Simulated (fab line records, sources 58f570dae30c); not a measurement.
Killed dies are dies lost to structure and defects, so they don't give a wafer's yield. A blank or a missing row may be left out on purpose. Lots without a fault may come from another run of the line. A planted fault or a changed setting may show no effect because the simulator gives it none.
Split-lot experiment | flow berkeley_cmos170 | 5 lots, 23 wafers read, on a route of 331 steps

THE SPLIT
At UCB170_ACTIVE_COAT_08 (resist thk 900 nm), the setting resist_thk_nm was moved away from the recipe's 900 nm on 9 of the 23 wafers read, by -4.0% to +5.1%. The other wafers ran this setting at the recipe's value.

FROM THE SPLIT TO THE READING: what the file shows between them, 3 steps
- UCB170_ACTIVE_SOFTBAKE_09: time 60 s (also split here: time_s)
- UCB170_ACTIVE_EXPOSE_10: exposes mask ACTIVE, target cd 1200 nm
- UCB170_ACTIVE_PEB_11

THE READING
KrF_of_ACTIVE_COAT_08.thk_nm (the simulator's own value, which no gauge read), in nm, at UCB170_ACTIVE_ETCH_15 (etches Si3N4 in CH3F/Ar/O2, stops on SiO2, target depth 242 nm, time 151 s). The file gives no usual value for it. The 14 wafers here that ran the recipe average 725.9 nm, standard deviation 4.6 nm.

wafer  | tool, chamber at the split | resist_thk_nm as run, nm | against the recipe | KrF_of_ACTIVE_COAT_08.thk_nm, nm | against lot-mates on the recipe
L074.3 | litho_track-04, 0          | 900                      | recipe             | 732.6                            | -
L074.4 | litho_track-04, 0          | 900                      | recipe             | 727.4                            | -
L074.5 | litho_track-04, 0          | 900                      | recipe             | 720.2                            | -
L075.2 | litho_track-04, 0          | 900                      | recipe             | 725.8                            | -
L075.3 | litho_track-04, 0          | 900                      | recipe             | 721.5                            | -
L075.4 | litho_track-04, 0          | 900                      | recipe             | 725.4                            | -
L075.5 | litho_track-04, 0          | 900                      | recipe             | 722                              | -
L075.6 | litho_track-04, 0          | 900                      | recipe             | 724                              | -
L076.1 | litho_track-03, 0          | 900                      | recipe             | 718                              | -
L076.3 | litho_track-03, 0          | 900                      | recipe             | 730.1                            | -
L076.4 | litho_track-03, 0          | 945.7                    | +5.1%              | 777.1                            | +53.1
L076.5 | litho_track-03, 0          | 945.7                    | +5.1%              | 767                              | +43.0
L076.6 | litho_track-03, 0          | 945.7                    | +5.1%              | 780.8                            | +56.8
L081.1 | litho_track-03, 0          | 942.4                    | +4.7%              | 769                              | +43.5
L081.2 | litho_track-03, 0          | 942.4                    | +4.7%              | 767.3                            | +41.8
L081.4 | litho_track-03, 0          | 900                      | recipe             | 723.6                            | -
L081.5 | litho_track-03, 0          | 900                      | recipe             | 727.4                            | -
L081.6 | litho_track-03, 0          | 942.4                    | +4.7%              | 770.5                            | +45.0
L083.1 | litho_track-04, 0          | 863.6                    | -4.0%              | 693.7                            | -38.8
L083.2 | litho_track-04, 0          | 900                      | recipe             | 733.4                            | -
L083.3 | litho_track-04, 0          | 863.6                    | -4.0%              | 684.2                            | -48.2
L083.5 | litho_track-04, 0          | 863.6                    | -4.0%              | 692.3                            | -40.2
L083.6 | litho_track-04, 0          | 900                      | recipe             | 731.5                            | -

THE FIT
A straight line over all 23 wafers: KrF_of_ACTIVE_COAT_08.thk_nm changes by +9.24 nm for each +1% of resist_thk_nm; r = +0.99; the points scatter about the line by 4.7 nm.
The same after taking each lot's own level away (the mean of its wafers on the recipe; 23 wafers): +9.92 nm for each +1%; r = +0.99; scatter 4.2 nm.
On that fit, the largest move of resist_thk_nm shifts the reading by 50 nm.
The lots' own levels span 723.74 to 732.45 nm, that is 1.9 times the standard deviation above.
So the lot-to-lot level changes the slope little: the two slopes agree.
Check: with one of the wafers moved furthest among these (+5.1%) left out of the fit, the line predicts +49.2 nm for it against its lot-mates. It came out at +53.1 nm against them.

OTHER SPLITS ON THESE WAFERS
These wafers also went through other splits before the reading. Each is held against what the fit with the lots' levels taken away leaves over:
other split on the same wafers     | wafers away from the commonest value | r with KrF_of_ACTIVE_COAT_08.thk_nm (lot level and that fit taken away)
UCB170_NWELL_CVD_04 pressure_mtorr | 15                                   | +0.07
UCB170_NWELL_PEB_10 peb_temp_c     | 7                                    | -0.32
UCB170_PWELL_IMPLANT_15 dose_cm2   | 8                                    | -0.08
UCB170_ACTIVE_SOFTBAKE_09 time_s   | 10                                   | -0.15

THE WHOLE CHAIN: every reading that the file lists as answering this split, in the file's order
step                      | what it does                                                               | reading                                                                       | change (the file's fit)              | r (the file's)
UCB170_ACTIVE_COAT_08     | resist thk 900 nm                                                          | KrF_of_ACTIVE_COAT_08.thk_nm (the simulator's own value, which no gauge read) | +9.16 nm for each +1% of the setting | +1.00
UCB170_ACTIVE_SOFTBAKE_09 | time 60 s                                                                  | KrF_of_ACTIVE_COAT_08.thk_nm (the simulator's own value, which no gauge read) | +9.14 nm for each +1% of the setting | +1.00
UCB170_ACTIVE_ETCH_15     | etches Si3N4 in CH3F/Ar/O2, stops on SiO2, target depth 242 nm, time 151 s | KrF_of_ACTIVE_COAT_08.thk_nm (the simulator's own value, which no gauge read) | +9.87 nm for each +1% of the setting | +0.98
UCB170_ACTIVE_STRIP_16    | strips in O2                                                               | strip_time_to_endpoint_s                                                      | withheld for each +1% of the setting | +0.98

THE FILE'S OWN FIT
KrF_of_ACTIVE_COAT_08.thk_nm changes by +9.87 nm for each +1% of resist_thk_nm, r = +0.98.
